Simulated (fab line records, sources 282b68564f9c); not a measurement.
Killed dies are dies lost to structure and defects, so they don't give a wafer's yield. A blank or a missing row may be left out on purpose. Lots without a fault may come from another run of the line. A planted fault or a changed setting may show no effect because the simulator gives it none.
fab line records | flow rit_cmos
record lots=6 wafers=18 last_day=7
route steps=202 shown SILICIDE@167 CONTACT@168 M1@202
lots that met no fault: from a run of the same line without faults
start_h: hours from the record's first day to the start of the lot's first wafer shown | wait_h: hours since the lot's step before | " the same as in the row above | L1.1+2: a row that stands for several wafers | - no value, or no start given | * or withheld: withheld | < > ~ a bound
route shown NAME@n: a module of which the file shows steps, and the number in the route of the first | usual: mean/standard deviation of fault-free wafers | same: alike in all rows | chamber/n: place in a boat | sites: the reading at each site | _std_site: their standard deviation | _edge_site: outer sites' mean less inner sites' | radius_mm: how far each site lies from the wafer's centre | mask NAME#n: copy n | behind: the tool/chamber that last shaped the wafer | hold: why the lot was held/for how many hours/how that ended | device: the transistor (n, p or np) that didn't switch | end of line: the same wafers' tests at the end of the route | a step without rows: its recipe alone | killed: dies lost to structure and defects at the first sort, not the wafer's yield | map: a wafer's dies, x killed, . not, _ none there
set.NAME: the setting as run; set.NAME@STEP: as run at that earlier step | model.NAME: the simulator's own value behind a step, which no gauge read
lots at some steps of the route; a table a step, a row a wafer
services: from which hour (start_h, from the record's first day; less than 0 if before it) a tool's chamber was out of use, for how many hours, and why
## steps
# step RIT_SILICIDE_RTA_06
# recipe temp_c=750 time_s=10 idle_temp_c=25 ramp_up_s=5 ramp_down_s=10 cool_to_c=25 ambient=N2
# usual anneal_temp_c_max=754.1/1.6 wafer_temp_C_max=753.4/0.91
# columns lot.wafer tool chamber start_h wait_h anneal_temp_c_max wafer_temp_C_max
L416.1 rtp_anneal-01 0 76.19 0.0 754.3 753.4
L416.4 " 0 " " 756.1 754.4
L416.6 " 0 " " 755.2 753.9
L419.3 rtp_anneal-02 0 93.53 0.0 752.0 752.4
L419.4 " 0 " " 752.2 752.6
L419.6 " 0 " " 753.7 752.6
L427.3 rtp_anneal-01 0 138.79 0.0 754.4 754.2
L427.5 " 0 " " 758.2 752.8
L427.6 " 0 " " 754.2 753.9
L428.2 rtp_anneal-02 0 140.26 0.0 752.2 751.8
L428.4 " 0 " " 752.4 753.2
L428.6 " 0 " " 752.7 753.4
L429.2 rtp_anneal-01 0 150.91 0.0 755.1 754.4
L429.5 " 0 " " 756.6 753.8
L429.6 " 0 " " 756.4 753.8
L430.2 rtp_anneal-02 0 152.82 0.0 753.6 753.5
L430.3 " 0 " " 752.2 752.7
L430.4 " 0 " " 752.3 753.2
# step RIT_CONTACT_CVD_00
# recipe material=SiO2 target_thk_nm=400 precursor=TEOS temp_c=390 time_s=61 rf_w=400
# usual heater_power_w=320/62
# columns lot.wafer tool chamber start_h wait_h heater_power_w
L416.1 pecvd-01 0 76.26 0.1 282
L416.4 " 1 " " 298
L416.6 " 2 " " 272
L419.3 pecvd-01 2 93.57 0.0 298
L419.4 " 2 " " 305
L419.6 " 1 " " 411
L427.3 pecvd-03 0 138.84 0.0 294
L427.5 " 2 " " 319
L427.6 " 1 " " 268
L428.2 pecvd-01 1 140.31 0.0 354
L428.4 " 1 " " 371
L428.6 " 2 " " 276
L429.2 pecvd-04 0 150.97 0.0 279
L429.5 " 2 " " 464
L429.6 " 0 " " 299
L430.2 pecvd-03 2 152.88 0.0 289
L430.3 " 1 " " 249
L430.4 " 2 " " 300
# step RIT_CONTACT_THK_MEAS_01
# recipe reads=SiO2_of_CONTACT_CVD_00
# usual CONTACT_TEOS_THK=399/5.4
# columns lot.wafer tool chamber start_h wait_h CONTACT_TEOS_THK[nm]
L416.1 film_metro-01 - 76.31 0.0 399
L416.4 " - " " 408
L416.6 " - " " 405
L419.3 film_metro-01 - 93.64 0.0 395
L419.4 " - " " 400
L419.6 " - " " 403
L427.3 film_metro-02 - 138.91 0.0 390
L427.5 " - " " 396
L427.6 " - " " 403
L428.2 film_metro-04 - 140.37 0.0 394
L428.4 " - " " 403
L428.6 " - " " 402
L429.2 film_metro-01 - 151.03 0.0 393
L429.5 " - " " 415
L429.6 " - " " 405
L430.2 film_metro-01 - 152.96 0.1 393
L430.3 " - " " 398
L430.4 " - " " 399
# step RIT_CONTACT_HMDS_02
# recipe prime_time_s=60 prime_temp_c=140
# step RIT_CONTACT_COAT_03
# recipe resist=NOVOLAK spin_rpm=3250 resist_thk_nm=1000
# step RIT_CONTACT_SOFTBAKE_04
# recipe resist=NOVOLAK temp_c=90 time_s=60
# step RIT_CONTACT_EXPOSE_05
# recipe mask_id=M11 na=0.6 source_shape=conventional sigma_outer=0.5 target_cd_nm=1000 dose_mj=250
# step RIT_CONTACT_PEB_06
# recipe resist=NOVOLAK temp_c=withheld time_s=withheld
# step RIT_CONTACT_DEVELOP_07
# recipe resist=NOVOLAK develop_time_s=120 dev_temp_c=22.43
# step RIT_CONTACT_CD_MEAS_08
# recipe target_cd_nm=1000
# usual cd_nm=1000.1/2.6
# columns lot.wafer tool chamber start_h wait_h cd_nm
L416.1 cd_sem-01 - 77.46 - 999.4
L416.4 " - " " 1001.8
L416.6 " - " " 999.1
L419.3 cd_sem-02 - 94.81 - 1000.5
L419.4 " - " " 1001.8
L419.6 " - " " 1001.1
L427.3 cd_sem-02 - 139.95 - 997.6
L427.5 " - " " 1000.3
L427.6 " - " " 1000.1
L428.2 cd_sem-02 - 141.73 - 995.2
L428.4 " - " " 997.9
L428.6 " - " " 997.6
L429.2 cd_sem-01 - 152.19 - 997.2
L429.5 " - " " 998.6
L429.6 " - " " 1001.0
L430.2 cd_sem-01 - 154.04 - 1002.4
L430.3 " - " " 999.6
L430.4 " - " " 1003.0
# step RIT_CONTACT_OVL_MEAS_09
# usual CONTACT_OVL=-0.4/1.3
# columns lot.wafer tool chamber start_h wait_h CONTACT_OVL[nm]
L416.1 overlay-02 - 77.58 0.1 -2.5
L416.4 " - " " -2.0
L416.6 " - " " -2.2
L419.3 overlay-02 - 94.91 0.1 -2.0
L419.4 " - " " -1.2
L419.6 " - " " -0.7
L427.3 overlay-01 - 140.05 0.1 -1.4
L427.5 " - " " 0.3
L427.6 " - " " 1.1
L428.2 overlay-02 - 141.83 0.1 -0.5
L428.4 " - " " -0.6
L428.6 " - " " 0.2
L429.2 overlay-01 - 152.30 0.1 -0.3
L429.5 " - " " 0.3
L429.6 " - " " 1.3
L430.2 overlay-02 - 154.14 0.1 -1.6
L430.3 " - " " -1.6
L430.4 " - " " -1.9
# step RIT_CONTACT_HARDBAKE_10
# recipe resist=NOVOLAK temp_c=140 time_s=60
# step RIT_CONTACT_ETCH_11
# recipe target_depth_a=4800 over_etch_frac=0.2 stop_on=TiSi2 chemistry=CHF3/CF4/Ar target=SiO2 CHF3_flow_sccm=50 cf4_flow_sccm=10 Ar_flow_sccm=100 O2_flow_sccm=5 pressure_mtorr=100 rf_w=200 time_s=320
# usual drypump_motor_current_A=5.7/0.6 oes_product_au=0.993/0.014 throttle_valve_pct=8.88/0.16
# same over_etch_frac=0.2
# columns lot.wafer tool chamber start_h wait_h drypump_motor_current_A oes_product_au rf_hours_counter_h throttle_valve_pct model.NOVOLAK_of_CONTACT_COAT_03.thk_nm
L416.1 rie_diel-01 2 77.77 0.1 4.7 0.990 153 8.89 768.6
L416.4 " 1 " " 5.3 0.984 94 9.08 763.7
L416.6 " 3 " " 6.5 1.019 - 8.96 762.8
L419.3 rie_diel-03 3 95.08 0.1 5.8 0.993 9 8.80 768.4
L419.4 " 2 " " 5.1 0.997 1 8.62 767.8
L419.6 " 3 " " 5.8 1.003 - 8.81 766.4
L427.3 rie_diel-02 2 140.22 0.1 6.5 0.990 10 8.88 766.9
L427.5 " 3 " " 6.6 0.987 - 8.95 772.9
L427.6 " 2 " " 6.5 0.991 - 8.88 767.2
L428.2 rie_diel-01 3 142.26 0.1 6.5 1.005 4 8.95 765.5
L428.4 " 0 " " 5.4 0.989 - 9.10 759.7
L428.6 " 1 " " 5.3 0.973 - 9.09 764.6
L429.2 rie_diel-01 1 152.48 0.1 5.3 0.976 96 9.09 760.8
L429.5 " 3 " " 6.5 1.011 - 8.96 767.7
L429.6 " 0 " " 5.4 0.990 - 9.09 756.3
L430.2 rie_diel-03 3 154.42 0.1 5.8 0.995 10 8.80 767.4
L430.3 " 2 " " 5.1 1.005 2 8.61 767.5
L430.4 " 0 " " 5.3 0.996 12 8.93 768.4
# step RIT_CONTACT_STRIP_12
# recipe chemistry=O2 time_s=180 resist=NOVOLAK platen_temp_c=withheld power_w=500 pressure_mtorr=4000 o2_flow_sccm=4000
# usual drypump_motor_current_A=5.8/0.49 rf_refl_power_W=6.3/1.8
# columns lot.wafer tool chamber start_h wait_h drypump_motor_current_A rf_hours_counter_h rf_refl_power_W
L416.1 plasma_asher-03 1 77.96 0.1 5.1 34 4.8
L416.4 " 1 " " 5.1 - 4.5
L416.6 " 1 " " 5.1 - 5.0
L419.3 plasma_asher-03 0 95.33 0.2 5.8 - 9.9
L419.4 " 1 " " 5.1 - 4.6
L419.6 " 1 " " 5.1 - 4.6
L427.3 plasma_asher-02 0 140.47 0.2 5.4 - 4.7
L427.5 " 1 " " 6.5 - 5.7
L427.6 " 0 " " 5.4 - 4.8
L428.2 plasma_asher-03 0 142.46 0.1 5.7 40 9.5
L428.4 " 1 " " 5.1 - 4.5
L428.6 " 0 " " 5.7 - 9.4
L429.2 plasma_asher-03 1 152.67 0.1 5.1 41 4.6
L429.5 " 1 " " 5.1 - 4.7
L429.6 " 0 " " 5.7 - 9.3
L430.2 plasma_asher-01 0 154.61 0.1 5.8 56 6.8
L430.3 " 1 " " 6.3 - 6.4
L430.4 " 0 " " 5.7 - 6.6
# step RIT_M1_PROBE_99
# usual killed_at_contacts=0.1/0.3 killed_at_front_end=6.5/2.9 killed_dies=6.6/3 killed_open=3.3/2 killed_short=3.3/1.9
# same gross_dies=264 killed_at_M0_to_M3=0 killed_at_M4_up=0 killed_at_back_side=0 killed_at_other=0
# columns lot.wafer tool chamber start_h wait_h killed_at_contacts killed_at_front_end killed_dies killed_open killed_short model.etest.nmos_0p15.junction_log10_a_um model.etest.antenna_contact.vt_shift_v
L416.1 prober-02 - 83.67 0.1 0 8 8 2 6 -13.52 -0.009124
L416.4 prober-02 - 83.82 0.2 0 8 8 5 3 -13.41 -0.008609
L416.6 prober-02 - 83.92 0.2 0 12 12 5 7 -13.66 -0.0137
L419.3 prober-01 - 100.09 0.2 0 5 5 1 4 -13.37 -0.01262
L419.4 prober-01 - 100.14 0.2 0 6 6 2 4 -13.55 -0.009143
L419.6 prober-01 - 100.24 0.2 0 3 3 0 3 -13.22 -0.01049
L427.3 prober-01 - 147.28 0.2 0 8 8 2 6 -13.43 -0.01547
L427.5 prober-01 - 147.38 0.2 0 7 7 4 3 -13.31 -0.01168
L427.6 prober-01 - 147.43 0.2 0 8 8 3 5 -13.52 -0.01298
L428.2 prober-02 - 150.10 0.1 0 8 8 6 2 -13.48 -0.01386
L428.4 prober-02 - 150.20 0.2 0 5 5 4 1 -13.22 -0.01667
L428.6 prober-02 - 150.30 0.2 0 10 10 3 7 -13.65 -0.01514
L429.2 prober-01 - 159.41 0.1 0 2 2 1 1 -13.64 -0.01597
L429.5 prober-01 - 159.56 0.2 1 2 3 1 2 -13.51 -0.01239
L429.6 prober-01 - 159.61 0.2 0 4 4 2 2 -13.17 -0.02179
L430.2 prober-02 - 160.91 0.1 0 8 8 2 6 -13.51 -0.01006
L430.3 prober-02 - 160.96 0.2 0 8 8 4 4 -13.33 -0.004844
L430.4 prober-02 - 161.01 0.2 0 2 2 2 0 -13.54 -0.009931
# killed by level:class
L416.1 GATE:geometric_particle:short=5 FOX2:geometric_particle:short=1 FOX2:geometric_particle:open=1 SILICIDE:geometric_particle:open=1
L416.4 GATE:geometric_particle:open=5 GATE:geometric_particle:short=2 FOX1:geometric_particle:short=1
L416.6 FOX2:geometric_particle:open=2 FOX2:geometric_particle:short=2 GATE:geometric_particle:short=2 GATE:geometric_particle:open=2 REOX:geometric_particle:short=2 REOX:geometric_particle:open=1 SILICIDE:geometric_particle:short=1
L419.3 GATE:geometric_particle:short=2 ACTIVE:geometric_particle:short=1 FOX1:geometric_particle:short=1 GATE:geometric_particle:open=1
L419.4 GATE:geometric_particle:short=2 FOX1:geometric_particle:short=1 GATE:geometric_particle:open=1 SILICIDE:geometric_particle:open=1 SILICIDE:geometric_particle:short=1
L419.6 SPACER:geometric_particle:short=2 GATE:geometric_particle:short=1
L427.3 GATE:geometric_particle:short=4 SPACER:geometric_particle:short=2 GATE:geometric_particle:open=1 SPACER:geometric_particle:open=1
L427.5 FOX1:geometric_particle:open=2 SPACER:geometric_particle:open=2 FOX1:geometric_particle:short=1 GATE:geometric_particle:short=1 SPACER:geometric_particle:short=1
L427.6 SPACER:geometric_particle:short=3 GATE:geometric_particle:short=2 SPACER:geometric_particle:open=2 FOX2:geometric_particle:open=1
L428.2 REOX:geometric_particle:open=3 GATE:geometric_particle:open=2 FOX2:geometric_particle:short=1 FOX2:geometric_particle:open=1 REOX:geometric_particle:short=1
L428.4 SPACER:geometric_particle:open=2 FOX1:geometric_particle:short=1 GATE:geometric_particle:open=1 REOX:geometric_particle:open=1
L428.6 FOX2:geometric_particle:short=2 GATE:geometric_particle:open=2 FOX1:geometric_particle:short=1 GATE:geometric_particle:short=1 REOX:geometric_particle:short=1 REOX:geometric_particle:open=1 SPACER:geometric_particle:short=1 SILICIDE:geometric_particle:short=1
L429.2 GATE:geometric_particle:open=1 GATE:geometric_particle:short=1
L429.5 FOX2:geometric_particle:short=1 REOX:geometric_particle:short=1 CONTACT:geometric_particle:open=1
L429.6 GATE:geometric_particle:short=1 SPACER:geometric_particle:open=1 SILICIDE:geometric_particle:open=1 SILICIDE:geometric_particle:short=1
L430.2 GATE:geometric_particle:short=5 GATE:geometric_particle:open=1 REOX:geometric_particle:short=1 REOX:geometric_particle:open=1
L430.3 FOX1:geometric_particle:open=1 FOX1:geometric_particle:short=1 FOX2:geometric_particle:open=1 FOX2:geometric_particle:short=1 GATE:geometric_particle:open=1 GATE:geometric_particle:short=1 REOX:geometric_particle:open=1 SILICIDE:geometric_particle:short=1
L430.4 FOX1:geometric_particle:open=1 GATE:geometric_particle:open=1
## services
# columns tool chamber start_h hours kind
pecvd-03 - 91.22 6.0 pm
rie_diel-03 3 97.68 2.4 repair
rtp_anneal-01 - 102.32 4.2 pm
rie_diel-03 3 110.18 6.8 repair
rie_diel-02 1 120.10 5.9 repair
rie_diel-03 - 125.75 2.8 pm
pecvd-01 1 129.70 8.2 repair
rie_diel-01 2 134.55 - clean
rie_diel-01 2 134.55 22.2 scheduled_down
rie_diel-01 2 134.55 22.2 vent_cycle
pecvd-03 0 148.17 20.0 repair
## key
first_sign none at tools or gauges
model_effect step=RIT_CONTACT_ETCH_11 value=NOVOLAK_of_CONTACT_COAT_03.thk_nm without=768.3 struck=758
model_effect step=RIT_M1_PROBE_99 value=etest.nmos_0p15.junction_log10_a_um without=-13.4 struck=-13.2
met_at RIT_CONTACT_ETCH_11
struck_wafers L428.4,L429.6
tester_left_out L428,L429
fault kind=process_parameter_drift tool=rie_diel-01 chamber=0 onset_h=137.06 steps=RIT_CONTACT_ETCH_11 channel=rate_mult offset=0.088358 shape=step end_h=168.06
# tester_left_out: of these lots the tester's yield and bins aren't shown, on N5 and GAA mostly nor the transistor test; their killed dies are dies lost to structure and defects alone, not to doping, threshold or leakage, so they don't give the yield
